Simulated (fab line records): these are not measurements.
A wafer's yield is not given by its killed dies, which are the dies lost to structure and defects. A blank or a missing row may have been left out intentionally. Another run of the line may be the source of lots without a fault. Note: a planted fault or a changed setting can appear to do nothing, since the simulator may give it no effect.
fab line records    flow rit_cmos    part 1 of 2: steps 1 to 33 of 34
[record] lots = 5  wafers = 23
route steps=202 shown ACTIVE@2 FOX2@25 NWELL@36 PWELL@47 WELLDRIVE@50 NRETRO@54 PRETRO@65 GATE@81 REOX@101 NLDD@111 M1@202
start_h: start of the lot's first displayed wafer, in hours after the record's first day    wait_h: how many hours have passed since the lot's step before this one    " the same as in the row above    L1.1+2: one row covering several wafers at once    - value missing, or start not given    * or withheld: withheld    < > ~ a bound
route shown NAME@n: NAME is a module with steps in the file, n the number in the route of the first one    usual: the fault-free wafers' mean and standard deviation    same: alike in all rows    chamber/n: place in a boat    sites: each site's reading    _std_site: how widely they spread, as a standard deviation    _edge_site: outer sites' mean less inner sites'    radius_mm: for every site, how far away it sits from the centre of the wafer    mask NAME#n: copy n    behind: the tool/chamber that last shaped the wafer    hold: reason for holding the lot/hours on hold/outcome of the hold    device: the transistor (n, p or np) that didn't switch    end of line: the route-end tests of the same wafers    a step with no rows: only its recipe    killed: dies that structure and defects cost at the first sort, which is not the same as the wafer's yield    map: dies across one wafer; x = killed, . = not, _ = none there
set.NAME: setting as actually run; set.NAME@STEP: the setting as run at that earlier step    model.NAME: the simulator's own value behind a step, which no gauge read
one table per step and one row per wafer, for lots whose settings were changed on purpose
[[steps]]
[step RIT_ACTIVE_OXIDATION_01]
[recipe] temp_c = 1000  ambient = O2  target_thk_a = 468  ox_time_s = 3360
lot.wafer  tool        chamber  start_h  wait_h  set.ox_time_s  model.SiO2_of_ACTIVE_OXIDATION_01.thk_nm
L076.1     -           -        -        0.1     3360           46.44
L076.2     "           -        "        "       3360           46.1
L076.4     "           -        "        "       3360           46.13
L076.5     "           -        "        "       3360           45.77
L076.6     "           -        "        "       3360           46.82
L078.1     -           -        -        0.1     3011           43.23
L078.2     "           -        "        "       3011           44.06
L078.3     "           -        "        "       3011           43.07
L078.4     "           -        "        "       3011           43.44
L078.5     "           -        "        "       3011           43.41
L079.1     -           -        -        2.3     3785           49.67
L079.2     "           -        "        "       3785           49.51
L079.3     "           -        "        "       3785           50.01
L079.5     "           -        "        "       3785           50.09
L079.6     "           -        "        "       3785           49.87
L081.1     furnace-01  0        45.67    0.6     3360           45.87
L081.3     "           0        "        "       3360           46.58
L081.6     "           0        "        "       3360           45.54
L084.1     -           -        -        0.9     3360           47.48
L084.2     "           -        "        "       3360           46.35
L084.3     "           -        "        "       3360           46.82
L084.4     "           -        "        "       3360           46.63
L084.6     "           -        "        "       3360           46.44
[step RIT_ACTIVE_THK_MEAS_02]
[recipe] reads = SiO2_of_ACTIVE_OXIDATION_01
[usual] ACTIVE_OXIDE_THK = 46.7/0.67
lot.wafer  tool           chamber  start_h  wait_h  set.ox_time_s@ACTIVE_OXIDATION_01  ACTIVE_OXIDE_THK[nm]
L076.1     film_metro-04  -        -        -       3360                               46.4
L076.2     "              -        "        "       3360                               46.1
L076.4     "              -        "        "       3360                               46.2
L076.5     "              -        "        "       3360                               45.8
L076.6     "              -        "        "       3360                               46.8
L078.1     film_metro-04  -        -        -       3011                               43.2
L078.2     "              -        "        "       3011                               44.1
L078.3     "              -        "        "       3011                               43.0
L078.4     "              -        "        "       3011                               43.4
L078.5     "              -        "        "       3011                               43.4
L079.1     film_metro-01  -        -        -       3785                               49.7
L079.2     "              -        "        "       3785                               49.5
L079.3     "              -        "        "       3785                               50.0
L079.5     "              -        "        "       3785                               50.1
L079.6     "              -        "        "       3785                               49.9
L081.1     film_metro-02  -        47.60    0.0     3360                               45.8
L081.3     "              -        "        "       3360                               46.6
L081.6     "              -        "        "       3360                               45.6
L084.1     film_metro-04  -        -        -       3360                               47.5
L084.2     "              -        "        "       3360                               46.3
L084.3     "              -        "        "       3360                               46.8
L084.4     "              -        "        "       3360                               46.6
L084.6     "              -        "        "       3360                               46.5
[step RIT_ACTIVE_COAT_06]
[recipe] resist = NOVOLAK  spin_rpm = 3250  resist_thk_nm = 1000
lot.wafer  tool            chamber  start_h  wait_h  set.spin_rpm  model.NOVOLAK_of_ACTIVE_COAT_06.thk_nm
L076.1     litho_track-02  0        23.74    0.1     3426          970.7
L076.2     "               0        "        "       3426          971
L076.4     "               0        "        "       3250          997.4
L076.5     "               0        "        "       3426          968.1
L076.6     "               0        "        "       3250          995.8
L078.1     litho_track-03  0        33.74    0.1     3146          1015
L078.2     "               0        "        "       3250          1002
L078.3     "               0        "        "       3250          1003
L078.4     "               0        "        "       3146          1019
L078.5     "               0        "        "       3250          998.4
L079.1     litho_track-02  0        40.97    0.1     3250          994.5
L079.2     "               0        "        "       3250          996.7
L079.3+6   "               0        "        "       3250          994.2
L079.5     "               0        "        "       3250          995.4
L081.1     litho_track-02  0        49.39    0.1     3250          997.4
L081.3     "               0        "        "       3250          999.7
L081.6     "               0        "        "       3250          994.3
L084.1     litho_track-01  0        64.55    0.1     3250          1000
L084.2+4   "               0        "        "       3014          1041
L084.3     "               0        "        "       3014          1036
L084.6     "               0        "        "       3250          1002
[step RIT_ACTIVE_SOFTBAKE_07]
[recipe] resist = NOVOLAK  temp_c = 90  time_s = 60
[step RIT_ACTIVE_EXPOSE_08]
[recipe] mask_id = M1  na = 0.6  source_shape = conventional  sigma_outer = 0.6  target_cd_nm = 1400  dose_mj = 225
[step RIT_ACTIVE_DEVELOP_10]
[recipe] resist = NOVOLAK  develop_time_s = 50  dev_temp_c = 23
[step RIT_ACTIVE_HARDBAKE_12]
[recipe] resist = NOVOLAK  temp_c = 140  time_s = 60
lot.wafer  tool            chamber  start_h  wait_h  set.spin_rpm@ACTIVE_COAT_06  model.NOVOLAK_of_ACTIVE_COAT_06.thk_nm
L076.1     litho_track-03  0        24.77    0.2     3426                         858.2
L076.2     "               0        "        "       3426                         858.4
L076.4     "               0        "        "       3250                         881.5
L076.5     "               0        "        "       3426                         855.8
L076.6     "               0        "        "       3250                         880.1
L078.1     litho_track-01  0        34.68    0.1     3146                         897.3
L078.2     "               0        "        "       3250                         885.8
L078.3     "               0        "        "       3250                         886.2
L078.4     "               0        "        "       3146                         900
L078.5     "               0        "        "       3250                         882.4
L079.1     litho_track-03  0        41.92    0.1     3250                         879
L079.2     "               0        "        "       3250                         880.8
L079.3+6   "               0        "        "       3250                         878.7
L079.5     "               0        "        "       3250                         879.7
L081.1     litho_track-03  0        50.43    0.1     3250                         881.4
L081.3     "               0        "        "       3250                         883.5
L081.6     "               0        "        "       3250                         878.8
L084.1     litho_track-01  0        65.50    0.1     3250                         883.9
L084.2     "               0        "        "       3014                         919.7
L084.3     "               0        "        "       3014                         915.4
L084.4     "               0        "        "       3014                         919.6
L084.6     "               0        "        "       3250                         885.7
[step RIT_ACTIVE_ETCH_13]
[recipe] stop_on = SiO2  chemistry = SF6  target = Si3N4  time_s = 210  over_etch_frac = 0.4  SF6_flow_sccm = 200  pressure_mtorr = 260  rf_w = 125  target_depth_a = 2100
lot.wafer  tool         chamber  start_h  wait_h  set.spin_rpm@ACTIVE_COAT_06  model.NOVOLAK_of_ACTIVE_COAT_06.thk_nm
L076.1+5   rie_diel-03  1,2      24.92    0.1     3426                         627.3
L076.2     "            2        "        "       3426                         629.9
L076.4     "            0        "        "       3250                         649.7
L076.6     "            3        "        "       3250                         650.1
L078.1     rie_diel-01  0        34.83    0.1     3146                         668.2
L078.2     "            3        "        "       3250                         661
L078.3+5   "            2,3      "        "       3250                         658.1
L078.4     "            1        "        "       3146                         675.5
L079.1     rie_diel-01  2        42.07    0.1     3250                         648.1
L079.2     "            0        "        "       3250                         648.7
L079.3     "            1        "        "       3250                         653.2
L079.5     "            1        "        "       3250                         653.5
L079.6     "            0        "        "       3250                         647.1
L081.1     rie_diel-04  2        50.58    0.1     3250                         653.7
L081.3     "            1        "        "       3250                         652.3
L081.6     "            2        "        "       3250                         651.1
L084.1     rie_diel-01  0        65.65    0.1     3250                         651.5
L084.2     "            2        "        "       3014                         690.3
L084.3     "            3        "        "       3014                         686.6
L084.4     "            2        "        "       3014                         690.6
L084.6     "            0        "        "       3250                         654.7
[step RIT_ACTIVE_STRIP_14]
[recipe] chemistry = O2  time_s = 180  resist = NOVOLAK  platen_temp_c = withheld  power_w = 500  pressure_mtorr = 4000  o2_flow_sccm = 4000
lot.wafer       tool             chamber    start_h  wait_h  set.pressure_mtorr
L076.1+2+4+5+6  plasma_asher-04  0,1,0,1,0  25.05    0.1     4000
L078.1+2+3+4+5  plasma_asher-04  1,0,1,0,1  34.97    0.1     4498
L079.1+2+3+5+6  plasma_asher-03  0,1,0,1,0  42.20    0.1     4000
L081.1+3+6      plasma_asher-03  0,1,0      50.71    0.1     4000
L084.1+2+3+4+6  plasma_asher-04  1,0,0,1,0  65.78    0.1     4000
[step RIT_ACTIVE_CLEAN_15]
[recipe] chemistry = SC1  mix = 3:3:50  time_s = 600  temp_c = 75
[step RIT_FOX2_CLEAN_02]
[recipe] chemistry = dHF  dilution = 50:1  time_s = 180
[step RIT_FOX2_WET_ETCH_03]
[recipe] chemistry = H3PO4  target = Si3N4  target_depth_nm = 195  temp_c = 165  time_s = 2700
lot.wafer  tool          chamber  start_h  wait_h  set.ox_time_s@ACTIVE_OXIDATION_01  model.SiO2_of_ACTIVE_OXIDATION_01.thk_nm
L076.1     wet_bench-04  0        -        -       3360                               41.21
L076.2     "             0        "        "       3360                               40.94
L076.4     "             0        "        "       3360                               40.06
L076.5     "             0        "        "       3360                               40.65
L076.6     "             0        "        "       3360                               41.39
L078.1     wet_bench-03  1        -        -       3011                               37.45
L078.2     "             1        "        "       3011                               38.67
L078.3     "             1        "        "       3011                               37.77
L078.4     "             1        "        "       3011                               38.51
L078.5     "             1        "        "       3011                               38.11
L079.1     wet_bench-03  2        -        -       3785                               43.64
L079.2     "             2        "        "       3785                               43.03
L079.3     "             2        "        "       3785                               44.37
L079.5     "             2        "        "       3785                               44.42
L079.6     "             2        "        "       3785                               43.34
L081.1     wet_bench-01  1        55.32    0.0     3360                               40.73
L081.3     "             1        "        "       3360                               41.37
L081.6     "             1        "        "       3360                               40.44
L084.1     wet_bench-03  0        -        -       3360                               41.19
L084.2     "             0        "        "       3360                               40.69
L084.3     "             0        "        "       3360                               41.1
L084.4     "             0        "        "       3360                               40.9
L084.6     "             0        "        "       3360                               40.26
[step RIT_NWELL_IMPLANT_08]
[recipe] species = P  energy_kev = 170  dose_cm2 = 5e+13  tilt_deg = 7
lot.wafer   tool          chamber  start_h  wait_h  set.energy_kev  model.implant.rp_nm  model.implant.drp_nm
L076.1+4+5  implanter-04  0        31.23    0.2     166.3           199.4                67.72
L076.2+6    "             0        "        "       170             204                  68.82
L078.1+5    implanter-02  0        44.12    0.2     167             203.9                67.92
L078.2+3+4  "             0        "        "       170             207.6                68.82
L079.1+3+6  implanter-02  0        47.97    0.2     176.1           215.9                70.67
L079.2+5    "             0        "        "       170             208.2                68.82
L081.1+3+6  implanter-03  0        57.48    0.3     170             211.1                68.82
L084.1+2    implanter-03  0        71.52    0.2     160.5           204                  65.97
L084.3+4+6  "             0        "        "       170             216.5                68.82
[step RIT_PWELL_IMPLANT_08]
[recipe] species = B  energy_kev = 170  dose_cm2 = 7e+13  tilt_deg = 7
lot.wafer       tool          chamber  start_h  wait_h  set.dose_cm2
L076.1+6        implanter-04  0        32.91    0.2     7.18e+13
L076.2+4+5      "             0        "        "       7e+13
L078.1+4+5      implanter-04  0        45.91    0.2     7e+13
L078.2+3        "             0        "        "       7.373e+13
L079.1+5        implanter-01  0        49.71    0.2     7e+13
L079.2+3+6      "             0        "        "       7.439e+13
L081.1+3+6      implanter-04  0        59.21    0.2     7e+13
L084.1+2+3+4+6  implanter-04  0        73.07    0.2     7e+13
[step RIT_PWELL_STRIP_09]
[recipe] chemistry = O2  time_s = 180  resist = NOVOLAK  platen_temp_c = withheld  power_w = 500  pressure_mtorr = 4000  o2_flow_sccm = 4000
[step RIT_WELLDRIVE_ANNEAL_00]
[recipe] temp_c = 1100  time_s = 14700  ambient = N2
[step RIT_WELLDRIVE_RS_MEAS_02]
[recipe] thk_meas_gauge = four-point-probe
[usual] PWELL_RS = 429.4/1
lot.wafer  tool           chamber  start_h  wait_h  set.dose_cm2@PWELL_IMPLANT_08  PWELL_RS[ohm/sq]
L076.1     film_metro-03  -        39.23    0.1     7.18e+13                       423.6
L076.2     "              -        "        "       7e+13                          429.3
L076.4     "              -        "        "       7e+13                          430.0
L076.5     "              -        "        "       7e+13                          429.6
L076.6     "              -        "        "       7.18e+13                       423.3
L078.1     film_metro-03  -        52.52    0.1     7e+13                          429.9
L078.2     "              -        "        "       7.373e+13                      414.9
L078.3     "              -        "        "       7.373e+13                      416.6
L078.4     "              -        "        "       7e+13                          429.4
L078.5     "              -        "        "       7e+13                          429.7
L079.1     film_metro-03  -        56.07    0.1     7e+13                          429.1
L079.2     "              -        "        "       7.439e+13                      412.5
L079.3     "              -        "        "       7.439e+13                      412.7
L079.5     "              -        "        "       7e+13                          428.8
L079.6     "              -        "        "       7.439e+13                      413.4
L081.1     film_metro-03  -        64.80    0.1     7e+13                          427.4
L081.3     "              -        "        "       7e+13                          429.0
L081.6     "              -        "        "       7e+13                          427.7
L084.1     film_metro-02  -        79.48    0.1     7e+13                          430.3
L084.2     "              -        "        "       7e+13                          427.5
L084.3     "              -        "        "       7e+13                          428.9
L084.4     "              -        "        "       7e+13                          428.9
L084.6     "              -        "        "       7e+13                          428.9
[step RIT_NRETRO_COAT_01]
[recipe] resist = NOVOLAK  spin_rpm = 2000  resist_thk_nm = 1300
lot.wafer  tool            chamber  start_h  wait_h  set.resist_thk_nm  model.NOVOLAK_of_NRETRO_COAT_01.thk_nm
L076.1     litho_track-01  0        39.50    0.1     1300               1301
L076.2+5   "               0        "        "       1370               1373
L076.4     "               0        "        "       1300               1307
L076.6     "               0        "        "       1300               1302
L078.1     litho_track-03  0        52.79    0.1     1280               1282
L078.2     "               0        "        "       1300               1305
L078.3     "               0        "        "       1280               1283
L078.4     "               0        "        "       1300               1302
L078.5     "               0        "        "       1300               1304
L079.1     litho_track-01  0        56.34    0.1     1300               1301
L079.2     "               0        "        "       1264               1265
L079.3     "               0        "        "       1300               1302
L079.5     "               0        "        "       1264               1270
L079.6     "               0        "        "       1264               1266
L081.1+6   litho_track-01  0        65.07    0.1     1300               1300
L081.3     "               0        "        "       1300               1299
L084.1     litho_track-04  0        79.80    0.1     1300               1304
L084.2     "               0        "        "       1358               1362
L084.3     "               0        "        "       1300               1300
L084.4     "               0        "        "       1358               1359
L084.6     "               0        "        "       1300               1302
[step RIT_NRETRO_SOFTBAKE_02]
[recipe] resist = NOVOLAK  temp_c = 90  time_s = 60
[step RIT_NRETRO_EXPOSE_03]
[recipe] mask_id = M4  na = 0.57  target_cd_nm = 43900  dose_mj = 250
[step RIT_NRETRO_DEVELOP_05]
[recipe] resist = NOVOLAK  develop_time_s = 68  dev_temp_c = 23
[step RIT_NRETRO_HARDBAKE_07]
[recipe] resist = NOVOLAK  temp_c = 140  time_s = 120
lot.wafer  tool            chamber  start_h  wait_h  set.resist_thk_nm@NRETRO_COAT_01  model.NOVOLAK_of_NRETRO_COAT_01.thk_nm
L076.1     litho_track-04  0        40.27    0.0     1300                              1138
L076.2+5   "               0        "        "       1370                              1200
L076.4     "               0        "        "       1300                              1143
L076.6     "               0        "        "       1300                              1139
L078.1     litho_track-03  0        53.68    0.0     1280                              1121
L078.2     "               0        "        "       1300                              1141
L078.3     "               0        "        "       1280                              1122
L078.4     "               0        "        "       1300                              1138
L078.5     "               0        "        "       1300                              1140
L079.1     litho_track-03  0        57.10    0.0     1300                              1138
L079.2+6   "               0        "        "       1264                              1107
L079.3     "               0        "        "       1300                              1139
L079.5     "               0        "        "       1264                              1111
L081.1+6   litho_track-01  0        65.84    0.0     1300                              1137
L081.3     "               0        "        "       1300                              1136
L084.1     litho_track-04  0        80.56    0.0     1300                              1141
L084.2     "               0        "        "       1358                              1190
L084.3     "               0        "        "       1300                              1137
L084.4     "               0        "        "       1358                              1188
L084.6     "               0        "        "       1300                              1138
[step RIT_PRETRO_COAT_01]
[recipe] resist = NOVOLAK  spin_rpm = 2000  resist_thk_nm = 1300
lot.wafer  tool            chamber  start_h  wait_h  set.resist_thk_nm  model.NOVOLAK_of_PRETRO_COAT_01.thk_nm
L076.1     litho_track-03  0        41.05    0.1     1246               1247
L076.2     "               0        "        "       1246               1254
L076.4+6   "               0        "        "       1300               1304
L076.5     "               0        "        "       1300               1303
L078.1     litho_track-01  0        54.47    0.1     1225               1230
L078.2     "               0        "        "       1300               1303
L078.3     "               0        "        "       1225               1233
L078.4     "               0        "        "       1300               1309
L078.5     "               0        "        "       1225               1232
L079.1     litho_track-03  0        57.89    0.1     1300               1301
L079.2     "               0        "        "       1300               1300
L079.3     "               0        "        "       1326               1329
L079.5     "               0        "        "       1300               1298
L079.6     "               0        "        "       1326               1325
L081.1     litho_track-02  0        66.62    0.1     1300               1299
L081.3     "               0        "        "       1300               1303
L081.6     "               0        "        "       1300               1296
L084.1     litho_track-02  0        81.39    0.1     1300               1300
L084.2     "               0        "        "       1251               1250
L084.3     "               0        "        "       1300               1299
L084.4+6   "               0        "        "       1251               1252
[step RIT_PRETRO_SOFTBAKE_02]
[recipe] resist = NOVOLAK  temp_c = 90  time_s = 60
[step RIT_PRETRO_EXPOSE_03]
[recipe] mask_id = M5  na = 0.57  target_cd_nm = 43700  dose_mj = 250
[step RIT_PRETRO_DEVELOP_05]
[recipe] resist = NOVOLAK  develop_time_s = 68  dev_temp_c = 23
[step RIT_PRETRO_HARDBAKE_07]
[recipe] resist = NOVOLAK  temp_c = 140  time_s = 120
lot.wafer   tool            chamber  start_h  wait_h  set.resist_thk_nm@PRETRO_COAT_01  model.NOVOLAK_of_PRETRO_COAT_01.thk_nm
L076.1      litho_track-02  0        41.82    0.0     1246                              1092
L076.2      "               0        "        "       1246                              1097
L076.4+5+6  "               0        "        "       1300                              1140
L078.1      litho_track-03  0        55.36    0.0     1225                              1077
L078.2      "               0        "        "       1300                              1140
L078.3      "               0        "        "       1225                              1079
L078.4      "               0        "        "       1300                              1145
L078.5      "               0        "        "       1225                              1078
L079.1+2    litho_track-01  0        58.65    0.0     1300                              1137
L079.3      "               0        "        "       1326                              1162
L079.5      "               0        "        "       1300                              1135
L079.6      "               0        "        "       1326                              1159
L081.1      litho_track-01  0        67.39    0.0     1300                              1136
L081.3      "               0        "        "       1300                              1139
L081.6      "               0        "        "       1300                              1133
L084.1      litho_track-02  0        82.32    0.0     1300                              1137
L084.2      "               0        "        "       1251                              1094
L084.3      "               0        "        "       1300                              1136
L084.4      "               0        "        "       1251                              1095
L084.6      "               0        "        "       1251                              1096
[step RIT_GATE_OXIDATION_05]
[recipe] temp_c = 900  ambient = O2  target_thk_a = 30  ox_time_s = 270
lot.wafer  tool        chamber  start_h  wait_h  set.temp_c  model.SiO2_of_GATE_OXIDATION_05.thk_nm
L076.1     -           -        -        0.1     883.7       2.432
L076.2     "           -        "        "       883.7       2.475
L076.4     "           -        "        "       883.7       2.439
L076.5     "           -        "        "       883.7       2.496
L076.6     "           -        "        "       883.7       2.468
L078.1     -           -        -        0.6     886.4       2.474
L078.2     "           -        "        "       886.4       2.501
L078.3     "           -        "        "       886.4       2.507
L078.4     "           -        "        "       886.4       2.432
L078.5     "           -        "        "       886.4       2.498
L079.1     -           -        -        0.6     874.7       2.262
L079.2     "           -        "        "       874.7       2.214
L079.3     "           -        "        "       874.7       2.269
L079.5     "           -        "        "       874.7       2.277
L079.6     "           -        "        "       874.7       2.235
L081.1     furnace-01  0        69.27    0.8     900         3.034
L081.3     "           0        "        "       900         3.025
L081.6     "           0        "        "       900         3.073
L084.1     -           -        -        0.4     916.2       3.601
L084.2     "           -        "        "       916.2       3.607
L084.3     "           -        "        "       916.2       3.588
L084.4     "           -        "        "       916.2       3.672
L084.6     "           -        "        "       916.2       3.568
[step RIT_GATE_ANNEAL_06]
[recipe] temp_c = 900  time_s = 600  ambient = N2O
[step RIT_GATE_THK_MEAS_07]
[recipe] reads = SiO2_of_GATE_OXIDATION_05
[usual] GATE_OXIDE_THK = 3.02/0.062
lot.wafer  tool           chamber  start_h  wait_h  set.temp_c@GATE_OXIDATION_05  GATE_OXIDE_THK[nm]
L076.1     film_metro-04  -        44.28    0.0     883.7                         2.46
L076.2     "              -        "        "       883.7                         2.51
L076.4     "              -        "        "       883.7                         2.44
L076.5     "              -        "        "       883.7                         2.46
L076.6     "              -        "        "       883.7                         2.46
L078.1     film_metro-01  -        59.03    0.0     886.4                         2.48
L078.2     "              -        "        "       886.4                         2.51
L078.3     "              -        "        "       886.4                         2.54
L078.4     "              -        "        "       886.4                         2.46
L078.5     "              -        "        "       886.4                         2.49
L079.1     film_metro-03  -        63.12    0.0     874.7                         2.24
L079.2     "              -        "        "       874.7                         2.19
L079.3     "              -        "        "       874.7                         2.23
L079.5     "              -        "        "       874.7                         2.23
L079.6     "              -        "        "       874.7                         2.22
L081.1     film_metro-04  -        73.15    0.0     900                           3.08
L081.3     "              -        "        "       900                           2.99
L081.6     "              -        "        "       900                           3.07
L084.1     film_metro-01  -        85.95    0.0     916.2                         3.58
L084.2     "              -        "        "       916.2                         3.54
L084.3     "              -        "        "       916.2                         3.60
L084.4     "              -        "        "       916.2                         3.70
L084.6     "              -        "        "       916.2                         3.62
[step RIT_GATE_DEVELOP_15]
[recipe] resist = NOVOLAK  develop_time_s = 50  dev_temp_c = 23
lot.wafer       tool            chamber  start_h  wait_h  set.develop_time_s
L076.1+2+4+5+6  litho_track-01  0        -        -       50
L078.1+3+4      litho_track-02  0        -        -       50
L078.2+5        "               0        "        "       53.03
L079.1+2+3      litho_track-01  0        -        -       50
L079.5+6        "               0        "        "       55.29
L081.1+3+6      litho_track-02  0        -        -       50
L084.1+2+4      litho_track-04  0        -        -       50
L084.3+6        "               0        "        "       45.71
[step RIT_REOX_OXIDATION_03]
[recipe] temp_c = 900  ambient = O2  target_thk_a = 252  ox_time_s = 5580
lot.wafer  tool        chamber  start_h  wait_h  set.ox_time_s  model.SiO2_of_REOX_OXIDATION_03.thk_nm
L076.1     -           -        -        0.0     5044           24.24
L076.2     "           -        "        "       5044           23.9
L076.4+5   "           -        "        "       5044           23.99
L076.6     "           -        "        "       5044           24.22
L078.1     -           -        -        0.4     4914           23.2
L078.2     "           -        "        "       4914           23.06
L078.3     "           -        "        "       4914           23.38
L078.4     "           -        "        "       4914           23.32
L078.5     "           -        "        "       4914           23.1
L079.1     -           -        -        0.0     5580           24.76
L079.2     "           -        "        "       5580           24.83
L079.3     "           -        "        "       5580           24.81
L079.5     "           -        "        "       5580           24.49
L079.6     "           -        "        "       5580           24.7
L081.1     furnace-01  0        78.97    2.2     5580           25.2
L081.3     "           0        "        "       5580           25.05
L081.6     "           0        "        "       5580           25.13
L084.1     -           -        -        0.3     5580           24.36
L084.2     "           -        "        "       5580           24.22
L084.3     "           -        "        "       5580           24.07
L084.4     "           -        "        "       5580           24.49
L084.6     "           -        "        "       5580           24.93
[step RIT_NLDD_IMPLANT_08]
[recipe] species = P  energy_kev = 20  dose_cm2 = 5e+14  tilt_deg = 7
lot.wafer       tool          chamber  start_h  wait_h  set.dose_cm2
L076.1+2+5      implanter-03  0        51.79    0.1     4.833e+14
L076.4+6        "             0        "        "       5e+14
L078.1+5        implanter-04  0        66.76    0.1     5e+14
L078.2+3+4      "             0        "        "       4.872e+14
L079.1+2+3+5+6  implanter-02  0        71.91    0.1     5e+14
L081.1+3+6      implanter-03  0        82.75    0.1     5e+14
L084.1+2+3+4+6  implanter-03  0        93.77    0.1     5e+14
[[key]]
[split] step = RIT_ACTIVE_OXIDATION_01  setting = ox_time_s  stated = 3360  by = lot
[response] step = RIT_ACTIVE_OXIDATION_01  reading = model.SiO2_of_ACTIVE_OXIDATION_01.thk_nm  change = +0.277  per = 1%  r = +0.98
[response] step = RIT_ACTIVE_THK_MEAS_02  reading = ACTIVE_OXIDE_THK  change = +0.278  per = 1%  r = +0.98
[response] step = RIT_FOX2_WET_ETCH_03  reading = model.SiO2_of_ACTIVE_OXIDATION_01.thk_nm  change = +0.245  per = 1%  r = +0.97
[split] step = RIT_ACTIVE_COAT_06  setting = spin_rpm  stated = 3250  by = wafer
[response] step = RIT_ACTIVE_COAT_06  reading = model.NOVOLAK_of_ACTIVE_COAT_06.thk_nm  change = -5.11  per = 1%  r = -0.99
[response] step = RIT_ACTIVE_HARDBAKE_12  reading = model.NOVOLAK_of_ACTIVE_COAT_06.thk_nm  change = -4.47  per = 1%  r = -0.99
[response] step = RIT_ACTIVE_ETCH_13  reading = model.NOVOLAK_of_ACTIVE_COAT_06.thk_nm  change = -4.56  per = 1%  r = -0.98
[split] step = RIT_ACTIVE_STRIP_14  setting = pressure_mtorr  stated = 4000  by = lot
response none clear
[split] step = RIT_NWELL_IMPLANT_08  setting = energy_kev  stated = 170  by = wafer
[response] step = RIT_NWELL_IMPLANT_08  reading = model.implant.rp_nm  change = +2.19  per = 1%  r = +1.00
[response] step = RIT_NWELL_IMPLANT_08  reading = model.implant.drp_nm  change = +0.511  per = 1%  r = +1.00
[split] step = RIT_PWELL_IMPLANT_08  setting = dose_cm2  stated = 7e+13  by = wafer
[response] step = RIT_WELLDRIVE_RS_MEAS_02  reading = PWELL_RS  change = -2.56  per = 1%  r = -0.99
[split] step = RIT_NRETRO_COAT_01  setting = resist_thk_nm  stated = 1300  by = wafer
[response] step = RIT_NRETRO_COAT_01  reading = model.NOVOLAK_of_NRETRO_COAT_01.thk_nm  change = +13  per = 1%  r = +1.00
[response] step = RIT_NRETRO_HARDBAKE_07  reading = model.NOVOLAK_of_NRETRO_COAT_01.thk_nm  change = +11.2  per = 1%  r = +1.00
[split] step = RIT_PRETRO_COAT_01  setting = resist_thk_nm  stated = 1300  by = wafer
[response] step = RIT_PRETRO_COAT_01  reading = model.NOVOLAK_of_PRETRO_COAT_01.thk_nm  change = +12.9  per = 1%  r = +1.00
[response] step = RIT_PRETRO_HARDBAKE_07  reading = model.NOVOLAK_of_PRETRO_COAT_01.thk_nm  change = +11.1  per = 1%  r = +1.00
[split] step = RIT_GATE_OXIDATION_05  setting = temp_c  stated = 900  by = lot
[response] step = RIT_GATE_OXIDATION_05  reading = model.SiO2_of_GATE_OXIDATION_05.thk_nm  change = +0.305  per = 1%  r = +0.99
[response] step = RIT_GATE_THK_MEAS_07  reading = GATE_OXIDE_THK  change = +0.309  per = 1%  r = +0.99
[response] step = RIT_M1_PROBE_99  reading = model.etest.pmos_0p3.r_on_ohm_um  change = +652  per = 1%  r = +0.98
[response] step = RIT_M1_PROBE_99  reading = model.etest.nmos_0p3.r_on_ohm_um  change = +182  per = 1%  r = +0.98
[response] step = RIT_M1_PROBE_99  reading = model.etest.nmos_0p15.drive_ua_um  change = -57.8  per = 1%  r = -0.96
[split] step = RIT_GATE_DEVELOP_15  setting = develop_time_s  stated = 50  by = wafer
[response] step = RIT_M1_PROBE_99  reading = model.etest.pmos_turned.r_on_ohm_um  change = -49.4  per = 1%  r = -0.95
[response] step = RIT_M1_PROBE_99  reading = model.etest.pmos_0p15.r_on_ohm_um  change = -47.3  per = 1%  r = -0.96
[response] step = RIT_M1_PROBE_99  reading = model.etest.pmos_0p15.drive_ua_um  change = +4.41  per = 1%  r = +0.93
[response] step = RIT_M1_PROBE_99  reading = model.etest.nmos_0p15.drive_ua_um  change = +6.48  per = 1%  r = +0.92
[split] step = RIT_REOX_OXIDATION_03  setting = ox_time_s  stated = 5580  by = lot
[response] step = RIT_REOX_OXIDATION_03  reading = model.SiO2_of_REOX_OXIDATION_03.thk_nm  change = +0.103  per = 1%  r = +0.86
[response] step = RIT_M1_PROBE_99  reading = model.etest.nmos_turned.drive_ua_um  change = -9.89  per = 1%  r = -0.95
[response] step = RIT_M1_PROBE_99  reading = model.etest.pmos_0p15.drive_ua_um  change = -10.8  per = 1%  r = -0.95
[split] step = RIT_NLDD_IMPLANT_08  setting = dose_cm2  stated = 5e+14  by = wafer
response none in this file
